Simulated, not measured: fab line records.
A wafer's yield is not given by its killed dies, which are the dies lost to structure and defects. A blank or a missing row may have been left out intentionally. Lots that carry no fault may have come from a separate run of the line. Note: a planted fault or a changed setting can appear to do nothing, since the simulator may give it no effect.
fab line records	flow berkeley_cmos170
[record] lots = 5	wafers = 23
route steps=331 shown BACKSIDE@202 SDANNEAL@204 PLDD@208 M1@238 M2@289 M3@310
start_h: hours from the record's first day to the start of the lot's first wafer shown	wait_h: hours from the lot's prior step to this one	" repeats the value in the row above	L1.1+2: a single row standing in for several wafers	- no value, or no start given	* or withheld: withheld	< > ~ a bound
route shown NAME@n: names a module that has steps shown in the file, with the first one's number in the route	usual: mean and standard deviation over wafers with no fault	same: alike in all rows	chamber/n: place in a boat	sites: each site's reading	_std_site: standard deviation of those values	_edge_site: inner sites' mean taken away from outer sites' mean	radius_mm: how far each site lies from the wafer's centre	mask NAME#n: copy n	behind: the tool/chamber that last shaped the wafer	hold: reason for holding the lot/hours on hold/outcome of the hold	device: names the non-switching transistor (n, p or np)	end of line: tests of these same wafers at the route's end	a step given without rows: its recipe and nothing more	killed: dies lost to structure and defects at the first sort, not the wafer's yield	map: shows each die of a wafer: x if killed, . if not, _ if none is there
set.NAME: the setting the step ran with; set.NAME@STEP: the setting that earlier step ran with	model.NAME: the simulator's own value behind a step, which no gauge read
lots where settings were altered on purpose, with a table for each step and a row for each wafer
[[steps]]
[step UCB170_BACKSIDE_STRIP_03]
[recipe] chemistry = O2	power_w = 400	pressure_mtorr = 3500	platen_temp_c = withheld	o2_flow_sccm = 400	overash_fraction = 0.5
[usual] strip_time_to_endpoint_s = 21.93/0.053
lot.wafer	tool	chamber	start_h	wait_h	set.power_w	strip_time_to_endpoint_s
L075.1	plasma_asher-02	0	133.87	0.1	416.8	21.18
L075.2	"	1	"	"	400	21.88
L075.3	"	1	"	"	416.8	21.19
L075.4	"	0	"	"	400	21.89
L075.5	"	1	"	"	400	21.88
L076.1	plasma_asher-01	1	146.62	0.1	400	21.93
L076.2	"	0	"	"	400	21.99
L076.3	"	1	"	"	400	21.96
L076.4	"	0	"	"	400	21.98
L076.6	"	0	"	"	400	21.97
L079.1	plasma_asher-01	0	155.79	0.1	382.9	22.72
L079.2	"	1	"	"	382.9	22.61
L079.4	"	1	"	"	382.9	22.66
L079.5	"	0	"	"	400	21.87
L079.6	"	1	"	"	400	21.95
L078.2	plasma_asher-02	1	158.60	0.1	400	22.07
L078.4	"	0	"	"	400	22.01
L078.5	"	1	"	"	400	22.03
L082.1	plasma_asher-02	0	179.94	0.1	400	21.92
L082.2	"	1	"	"	400	21.97
L082.3	"	0	"	"	400	21.89
L082.4	"	1	"	"	400	21.94
L082.6	"	0	"	"	400	21.84
[step UCB170_BACKSIDE_CLEAN_04]
[recipe] chemistry = SPM	temp_c = 120	time_s = 600
[step UCB170_SDANNEAL_RTA_00]
[recipe] temp_c = 900	time_s = 10	ambient = N2
[step UCB170_SDANNEAL_RS_MEAS_04]
[recipe] thk_meas_gauge = four-point-probe
[usual] PLDD_RS = 1031.5/3
lot.wafer	tool	chamber	start_h	wait_h	set.dose_cm2@PLDD_IMPLANT_09	PLDD_RS[ohm/sq]
L075.1	film_metro-02	-	134.51	0.1	5e+13	1025.5
L075.2	"	-	"	"	5e+13	1026.5
L075.3	"	-	"	"	4.651e+13	1060.9
L075.4	"	-	"	"	4.651e+13	1061.0
L075.5	"	-	"	"	4.651e+13	1058.1
L076.1	film_metro-01	-	148.77	0.1	5e+13	1039.1
L076.2	"	-	"	"	4.784e+13	1055.6
L076.3	"	-	"	"	4.784e+13	1052.7
L076.4	"	-	"	"	5e+13	1036.0
L076.6	"	-	"	"	4.784e+13	1055.3
L079.1	film_metro-01	-	156.47	0.1	5e+13	1033.4
L079.2	"	-	"	"	5e+13	1033.5
L079.4	"	-	"	"	4.863e+13	1044.5
L079.5	"	-	"	"	4.863e+13	1044.2
L079.6	"	-	"	"	4.863e+13	1043.8
L078.2	film_metro-02	-	159.29	0.1	5e+13	1030.5
L078.4	"	-	"	"	5e+13	1030.1
L078.5	"	-	"	"	5e+13	1029.4
L082.1	film_metro-04	-	181.83	0.1	5e+13	1033.3
L082.2	"	-	"	"	5e+13	1029.8
L082.3	"	-	"	"	5e+13	1030.3
L082.4	"	-	"	"	5e+13	1029.5
L082.6	"	-	"	"	5e+13	1029.8
[step UCB170_M1_SPUTTER_00]
[recipe] material = Al	target_thk_nm = 600	time_s = 80	power_w = 6000	chamber_pressure_pa = 0.5
lot.wafer	tool	chamber	start_h	wait_h	set.power_w	model.Al_of_M1_SPUTTER_00.thk_nm
L075.1	pvd_sputter-04	-	139.52	0.0	6201	637.2
L075.2	"	-	"	"	6201	640.3
L075.3	"	-	"	"	6000	604.9
L075.4	"	-	"	"	6201	618.6
L075.5	"	-	"	"	6000	606.1
L076.1	pvd_sputter-03	-	156.55	0.0	6000	583.8
L076.2	"	-	"	"	6000	586.2
L076.3	"	-	"	"	6000	592
L076.4	"	-	"	"	6000	592.8
L076.6	"	-	"	"	6000	584.1
L079.1	pvd_sputter-01	-	161.70	0.0	6364	638.3
L079.2	"	-	"	"	6364	626.4
L079.4	"	-	"	"	6000	599.5
L079.5	"	-	"	"	6000	596.9
L079.6	"	-	"	"	6000	601.3
L078.2	pvd_sputter-04	-	164.41	0.0	6000	606.9
L078.4	"	-	"	"	6000	604.1
L078.5	"	-	"	"	6000	608
L082.1	pvd_sputter-04	-	188.81	0.0	6000	616.4
L082.2	"	-	"	"	5687	568.5
L082.3	"	-	"	"	5687	588.2
L082.4	"	-	"	"	5687	577.2
L082.6	"	-	"	"	6000	598.6
[step UCB170_M1_RS_MEAS_01]
[recipe] thk_meas_gauge = four-point-probe	reads = Al_of_M1_SPUTTER_00
[usual] M1_AL_RS = 0.0485/0.00077
lot.wafer	tool	chamber	start_h	wait_h	set.power_w@M1_SPUTTER_00	M1_AL_RS[ohm/sq]
L075.1	film_metro-04	-	139.58	0.0	6201	0.0456
L075.2	"	-	"	"	6201	0.0454
L075.3	"	-	"	"	6000	0.0481
L075.4	"	-	"	"	6201	0.0471
L075.5	"	-	"	"	6000	0.0480
L076.1	film_metro-02	-	156.61	0.0	6000	0.0497
L076.2	"	-	"	"	6000	0.0496
L076.3	"	-	"	"	6000	0.0492
L076.4	"	-	"	"	6000	0.0490
L076.6	"	-	"	"	6000	0.0498
L079.1	film_metro-04	-	161.76	0.0	6364	0.0456
L079.2	"	-	"	"	6364	0.0464
L079.4	"	-	"	"	6000	0.0486
L079.5	"	-	"	"	6000	0.0488
L079.6	"	-	"	"	6000	0.0484
L078.2	film_metro-01	-	164.49	0.1	6000	0.0481
L078.4	"	-	"	"	6000	0.0483
L078.5	"	-	"	"	6000	0.0481
L082.1	film_metro-01	-	188.87	0.0	6000	0.0472
L082.2	"	-	"	"	5687	0.0514
L082.3	"	-	"	"	5687	0.0496
L082.4	"	-	"	"	5687	0.0506
L082.6	"	-	"	"	6000	0.0488
[step UCB170_M1_THK_MEAS_02]
[recipe] thk_meas_gauge = xrf	reads = Al_of_M1_SPUTTER_00
[usual] M1_AL_THK = 604/9.6
lot.wafer	tool	chamber	start_h	wait_h	set.power_w@M1_SPUTTER_00	M1_AL_THK[nm]
L075.1	film_metro-04	-	139.70	0.1	6201	639
L075.2	"	-	"	"	6201	645
L075.3	"	-	"	"	6000	610
L075.4	"	-	"	"	6201	626
L075.5	"	-	"	"	6000	611
L076.1	film_metro-02	-	156.73	0.1	6000	587
L076.2	"	-	"	"	6000	594
L076.3	"	-	"	"	6000	598
L076.4	"	-	"	"	6000	594
L076.6	"	-	"	"	6000	589
L079.1	film_metro-04	-	161.88	0.1	6364	640
L079.2	"	-	"	"	6364	631
L079.4	"	-	"	"	6000	605
L079.5	"	-	"	"	6000	599
L079.6	"	-	"	"	6000	608
L078.2	film_metro-01	-	164.60	0.1	6000	614
L078.4	"	-	"	"	6000	605
L078.5	"	-	"	"	6000	615
L082.1	film_metro-01	-	188.99	0.1	6000	620
L082.2	"	-	"	"	5687	573
L082.3	"	-	"	"	5687	592
L082.4	"	-	"	"	5687	582
L082.6	"	-	"	"	6000	605
[step UCB170_M1_PEB_07]
[recipe] peb_temp_c = 130	peb_time_s = withheld	resist = KrF
lot.wafer	tool	chamber	start_h	wait_h	set.peb_temp_c
L075.1+5	litho_track-03	0	140.76	0.4	128.2
L075.2+3+4	"	0	"	"	130
L076.1+3	litho_track-04	0	157.48	0.1	127.2
L076.2+4+6	"	0	"	"	130
L079.1+4+5	litho_track-04	0	162.63	0.1	130
L079.2+6	"	0	"	"	132.4
L078.2+4+5	litho_track-01	0	165.81	0.5	130
L082.1+3+6	litho_track-04	0	189.82	0.1	128.9
L082.2+4	"	0	"	"	130
[step UCB170_M1_DEVELOP_08]
[recipe] developer = TMAH	develop_time_s = 45	resist = KrF	dev_temp_c = 21
[step UCB170_M1_CD_MEAS_09]
[recipe] target_cd_nm = 700
[usual] cd_nm = 699.7/1.3
lot.wafer	tool	chamber	start_h	wait_h	set.peb_temp_c@M1_PEB_07	cd_nm
L075.1	cd_sem-01	-	141.04	-	128.2	714.9
L075.2	"	-	"	"	130	702.3
L075.3	"	-	"	"	130	702.6
L075.4	"	-	"	"	130	702.0
L075.5	"	-	"	"	128.2	716.3
L076.1	cd_sem-01	-	157.96	-	127.2	722.6
L076.2	"	-	"	"	130	701.8
L076.3	"	-	"	"	127.2	720.3
L076.4	"	-	"	"	130	700.7
L076.6	"	-	"	"	130	699.4
L079.1	cd_sem-01	-	162.91	-	130	699.3
L079.2	"	-	"	"	132.4	686.8
L079.4	"	-	"	"	130	699.9
L079.5	"	-	"	"	130	699.8
L079.6	"	-	"	"	132.4	685.6
L078.2	cd_sem-02	-	166.08	-	130	700.5
L078.4	"	-	"	"	130	699.3
L078.5	"	-	"	"	130	700.0
L082.1	cd_sem-02	-	190.10	-	128.9	705.6
L082.2	"	-	"	"	130	698.2
L082.3	"	-	"	"	128.9	707.0
L082.4	"	-	"	"	130	698.0
L082.6	"	-	"	"	128.9	706.2
[step UCB170_M1_ETCH_11]
[recipe] chemistry = N2/H2	target_depth_a = withheld	overetch_a = withheld	target = BARC	time_s = withheld	source_w = 500	bias_w = 100	pressure_mtorr = 30	n2_flow_sccm = 100	h2_flow_sccm = 200
lot.wafer	tool	chamber	start_h	wait_h	set.peb_temp_c@M1_PEB_07	model.M1.cd_nm
L075.1	rie_diel-02	2	141.20	0.0	128.2	714.5
L075.2	"	1	"	"	130	702.1
L075.3	"	0	"	"	130	702.6
L075.4	"	3	"	"	130	701.9
L075.5	"	1	"	"	128.2	716.2
L076.1	rie_diel-01	2	158.11	0.0	127.2	723.5
L076.2	"	3	"	"	130	701.7
L076.3	"	0	"	"	127.2	719.2
L076.4	"	1	"	"	130	701
L076.6	"	0	"	"	130	698.6
L079.1	rie_diel-03	0	163.06	0.0	130	698.6
L079.2	"	1	"	"	132.4	686.7
L079.4	"	1	"	"	130	700.5
L079.5	"	1	"	"	130	699.9
L079.6	"	0	"	"	132.4	685.6
L078.2	rie_diel-03	1	166.22	0.0	130	700.6
L078.4	"	1	"	"	130	699.9
L078.5	"	0	"	"	130	699.7
L082.1	rie_diel-02	2	190.25	0.0	128.9	705
L082.2	"	1	"	"	130	696.8
L082.3	"	3	"	"	128.9	707.7
L082.4	"	0	"	"	130	698.7
L082.6	"	1	"	"	128.9	704.9
[step UCB170_M1_METAL_ETCH_12]
[recipe] chemistry = Cl2/BCl3	target = Al	stop_on = PSG	pressure_mtorr = 12	target_depth_a = 7800	over_etch_frac = 0.3	time_s = 130	icp_w = 600	bias_w = 120	Cl2_flow_sccm = 90	bcl3_flow_sccm = 45
lot.wafer	tool	chamber	start_h	wait_h	set.peb_temp_c@M1_PEB_07	model.M1.cd_nm
L075.1	rie_metal-04	1	141.24	-	128.2	712
L075.2	"	1	"	"	130	698.7
L075.3	"	1	"	"	130	701.5
L075.4	"	1	"	"	130	700.2
L075.5	"	1	"	"	128.2	714.1
L076.1	rie_metal-02	0	158.16	-	127.2	726.6
L076.2+4	"	0	"	"	130	704.7
L076.3	"	0	"	"	127.2	723
L076.6	"	0	"	"	130	702
L079.1	rie_metal-01	0	163.12	-	130	698.7
L079.2	"	0	"	"	132.4	687.8
L079.4	"	0	"	"	130	700.8
L079.5	"	0	"	"	130	700.6
L079.6	"	0	"	"	132.4	686.2
L078.2	rie_metal-02	0	166.26	-	130	703.5
L078.4	"	1	"	"	130	707.6
L078.5	"	0	"	"	130	703.2
L082.1	rie_metal-01	0	190.30	-	128.9	705.3
L082.2	"	1	"	"	130	697
L082.3	"	1	"	"	128.9	707.2
L082.4	"	0	"	"	130	702
L082.6	"	1	"	"	128.9	703.3
[step UCB170_M1_STRIP_13]
[recipe] chemistry = O2	power_w = 400	pressure_mtorr = 3500	platen_temp_c = withheld	o2_flow_sccm = 400	overash_fraction = 0.5
[step UCB170_M1_CD_MEAS_90]
[recipe] target_cd_nm = 700
[usual] cd_nm = 701/3.1
lot.wafer	tool	chamber	start_h	wait_h	set.peb_temp_c@M1_PEB_07	cd_nm
L075.1	cd_sem-01	-	141.60	0.1	128.2	712
L075.2	"	-	"	"	130	699
L075.3	"	-	"	"	130	701
L075.4	"	-	"	"	130	700
L075.5	"	-	"	"	128.2	714
L076.1	cd_sem-02	-	158.52	0.1	127.2	726
L076.2	"	-	"	"	130	705
L076.3	"	-	"	"	127.2	723
L076.4	"	-	"	"	130	705
L076.6	"	-	"	"	130	702
L079.1	cd_sem-02	-	163.49	0.1	130	699
L079.2	"	-	"	"	132.4	688
L079.4	"	-	"	"	130	701
L079.5	"	-	"	"	130	701
L079.6	"	-	"	"	132.4	686
L078.2	cd_sem-01	-	166.51	0.1	130	703
L078.4	"	-	"	"	130	708
L078.5	"	-	"	"	130	703
L082.1	cd_sem-01	-	190.55	0.1	128.9	705
L082.2	"	-	"	"	130	697
L082.3	"	-	"	"	128.9	707
L082.4	"	-	"	"	130	702
L082.6	"	-	"	"	128.9	703
[step UCB170_M2_METAL_ETCH_18]
[recipe] chemistry = Cl2/BCl3	target = Al	stop_on = SiO2	pressure_mtorr = 12	target_depth_a = 11700	over_etch_frac = 0.3	time_s = 195	icp_w = 600	bias_w = 120	Cl2_flow_sccm = 90	bcl3_flow_sccm = 45
lot.wafer	tool	chamber	start_h	wait_h	set.time_s	model.KrF_of_M2_COAT_10.thk_nm
L075.1	rie_metal-04	1	150.90	-	175.8	298
L075.2	"	1	"	"	175.8	297.1
L075.3	"	1	"	"	195	235.4
L075.4	"	1	"	"	195	241
L075.5	"	1	"	"	175.8	299.7
L076.1	rie_metal-03	0	167.71	-	208	167.6
L076.2	"	1	"	"	208	202.8
L076.3	"	1	"	"	195	242.8
L076.4	"	0	"	"	208	172.9
L076.6	"	0	"	"	195	215.1
L079.1	rie_metal-02	0	177.14	-	195	186.3
L079.2	"	1	"	"	195	229.1
L079.4	"	0	"	"	215.1	112
L079.5	"	0	"	"	195	193.1
L079.6	"	1	"	"	215.1	163
L078.2	rie_metal-04	0	178.41	-	195	228.3
L078.4	"	1	"	"	195	224
L078.5	"	0	"	"	195	224.1
L082.1	rie_metal-04	1	199.23	-	195	213.6
L082.2	"	0	"	"	195	219.5
L082.3	"	0	"	"	195	216.3
L082.4	"	1	"	"	195	219.1
L082.6	"	0	"	"	195	218.8
[step UCB170_M3_SPUTTER_01]
[recipe] material = Al	target_thk_nm = 900	time_s = 120	power_w = 6000	chamber_pressure_pa = 0.5
lot.wafer	tool	chamber	start_h	wait_h	set.time_s	model.Al_of_M3_SPUTTER_01.thk_nm
L075.1	pvd_sputter-01	-	154.93	0.0	103.5	771.6
L075.2	"	-	"	"	120	913.6
L075.3	"	-	"	"	120	905.6
L075.4	"	-	"	"	103.5	783.9
L075.5	"	-	"	"	120	918.1
L076.1	pvd_sputter-01	-	173.76	0.0	120	896.7
L076.2	"	-	"	"	129.5	983.3
L076.3	"	-	"	"	120	892
L076.4	"	-	"	"	129.5	979.7
L076.6	"	-	"	"	129.5	968.4
L079.1	pvd_sputter-04	-	181.23	0.0	120	906.3
L079.2	"	-	"	"	120	918.7
L079.4	"	-	"	"	120	895.3
L079.5	"	-	"	"	120	881.3
L079.6	"	-	"	"	120	913.1
L078.2	pvd_sputter-04	-	182.55	0.0	120	912.5
L078.4	"	-	"	"	120	895.9
L078.5	"	-	"	"	120	907.6
L082.1	pvd_sputter-02	-	203.29	0.0	120	909.3
L082.2	"	-	"	"	105.4	770.4
L082.3	"	-	"	"	120	882.4
L082.4	"	-	"	"	120	871.4
L082.6	"	-	"	"	105.4	790.6
[step UCB170_M3_RS_MEAS_02]
[recipe] thk_meas_gauge = four-point-probe	reads = Al_of_M3_SPUTTER_01
[usual] M3_AL_RS = 0.0321/0.00048
lot.wafer	tool	chamber	start_h	wait_h	set.time_s@M3_SPUTTER_01	M3_AL_RS[ohm/sq]
L075.1	film_metro-04	-	155.02	0.0	103.5	0.0376
L075.2	"	-	"	"	120	0.0317
L075.3	"	-	"	"	120	0.0320
L075.4	"	-	"	"	103.5	0.0369
L075.5	"	-	"	"	120	0.0315
L076.1	film_metro-02	-	173.84	0.0	120	0.0323
L076.2	"	-	"	"	129.5	0.0294
L076.3	"	-	"	"	120	0.0324
L076.4	"	-	"	"	129.5	0.0295
L076.6	"	-	"	"	129.5	0.0298
L079.1	film_metro-04	-	181.31	0.0	120	0.0319
L079.2	"	-	"	"	120	0.0315
L079.4	"	-	"	"	120	0.0323
L079.5	"	-	"	"	120	0.0328
L079.6	"	-	"	"	120	0.0317
L078.2	film_metro-04	-	182.65	0.1	120	0.0317
L078.4	"	-	"	"	120	0.0322
L078.5	"	-	"	"	120	0.0319
L082.1	film_metro-04	-	203.37	0.0	120	0.0317
L082.2	"	-	"	"	105.4	0.0376
L082.3	"	-	"	"	120	0.0328
L082.4	"	-	"	"	120	0.0331
L082.6	"	-	"	"	105.4	0.0367
[step UCB170_M3_THK_MEAS_03]
[recipe] thk_meas_gauge = xrf	reads = Al_of_M3_SPUTTER_01
[usual] M3_AL_THK = 906/13
lot.wafer	tool	chamber	start_h	wait_h	set.time_s@M3_SPUTTER_01	M3_AL_THK[nm]
L075.1	film_metro-04	-	155.14	0.1	103.5	780
L075.2	"	-	"	"	120	918
L075.3	"	-	"	"	120	910
L075.4	"	-	"	"	103.5	784
L075.5	"	-	"	"	120	928
L076.1	film_metro-02	-	173.96	0.1	120	900
L076.2	"	-	"	"	129.5	988
L076.3	"	-	"	"	120	898
L076.4	"	-	"	"	129.5	984
L076.6	"	-	"	"	129.5	971
L079.1	film_metro-04	-	181.43	0.1	120	911
L079.2	"	-	"	"	120	917
L079.4	"	-	"	"	120	896
L079.5	"	-	"	"	120	878
L079.6	"	-	"	"	120	911
L078.2	film_metro-04	-	182.76	0.1	120	917
L078.4	"	-	"	"	120	897
L078.5	"	-	"	"	120	909
L082.1	film_metro-04	-	203.49	0.1	120	918
L082.2	"	-	"	"	105.4	778
L082.3	"	-	"	"	120	886
L082.4	"	-	"	"	120	879
L082.6	"	-	"	"	105.4	795
[[key]]
[split] step = UCB170_BACKSIDE_STRIP_03	setting = power_w	stated = 400	by = wafer
[response] step = UCB170_BACKSIDE_STRIP_03	reading = strip_time_to_endpoint_s	change = *	per = 1%	r = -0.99
[split] step = UCB170_M1_SPUTTER_00	setting = power_w	stated = 6000	by = wafer
[response] step = UCB170_M1_SPUTTER_00	reading = model.Al_of_M1_SPUTTER_00.thk_nm	change = +5.9	per = 1%	r = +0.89
[response] step = UCB170_M1_RS_MEAS_01	reading = M1_AL_RS	change = -0.000477	per = 1%	r = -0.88
[response] step = UCB170_M1_THK_MEAS_02	reading = M1_AL_THK	change = +5.78	per = 1%	r = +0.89
[split] step = UCB170_M1_PEB_07	setting = peb_temp_c	stated = 130	by = wafer
[response] step = UCB170_M1_CD_MEAS_09	reading = cd_nm	change = -8.9	per = 1%	r = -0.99
[response] step = UCB170_M1_ETCH_11	reading = model.M1.cd_nm	change = -8.91	per = 1%	r = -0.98
[response] step = UCB170_M1_METAL_ETCH_12	reading = model.M1.cd_nm	change = -8.63	per = 1%	r = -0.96
[response] step = UCB170_M1_CD_MEAS_90	reading = cd_nm	change = -8.6	per = 1%	r = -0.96
[split] step = UCB170_M2_METAL_ETCH_18	setting = time_s	stated = 195	by = wafer
[response] step = UCB170_M2_METAL_ETCH_18	reading = model.KrF_of_M2_COAT_10.thk_nm	change = -6.4	per = 1%	r = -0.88
[split] step = UCB170_M3_SPUTTER_01	setting = time_s	stated = 120	by = wafer
[response] step = UCB170_M3_SPUTTER_01	reading = model.Al_of_M3_SPUTTER_01.thk_nm	change = +9.53	per = 1%	r = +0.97
[response] step = UCB170_M3_RS_MEAS_02	reading = M3_AL_RS	change = -0.000385	per = 1%	r = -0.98
[response] step = UCB170_M3_THK_MEAS_03	reading = M3_AL_THK	change = +9.6	per = 1%	r = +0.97
split outside_this_file step=UCB170_PLDD_IMPLANT_09 setting=dose_cm2
// split outside_this_file: this setting was split too, and the file shows its column; the key of that split is in another file
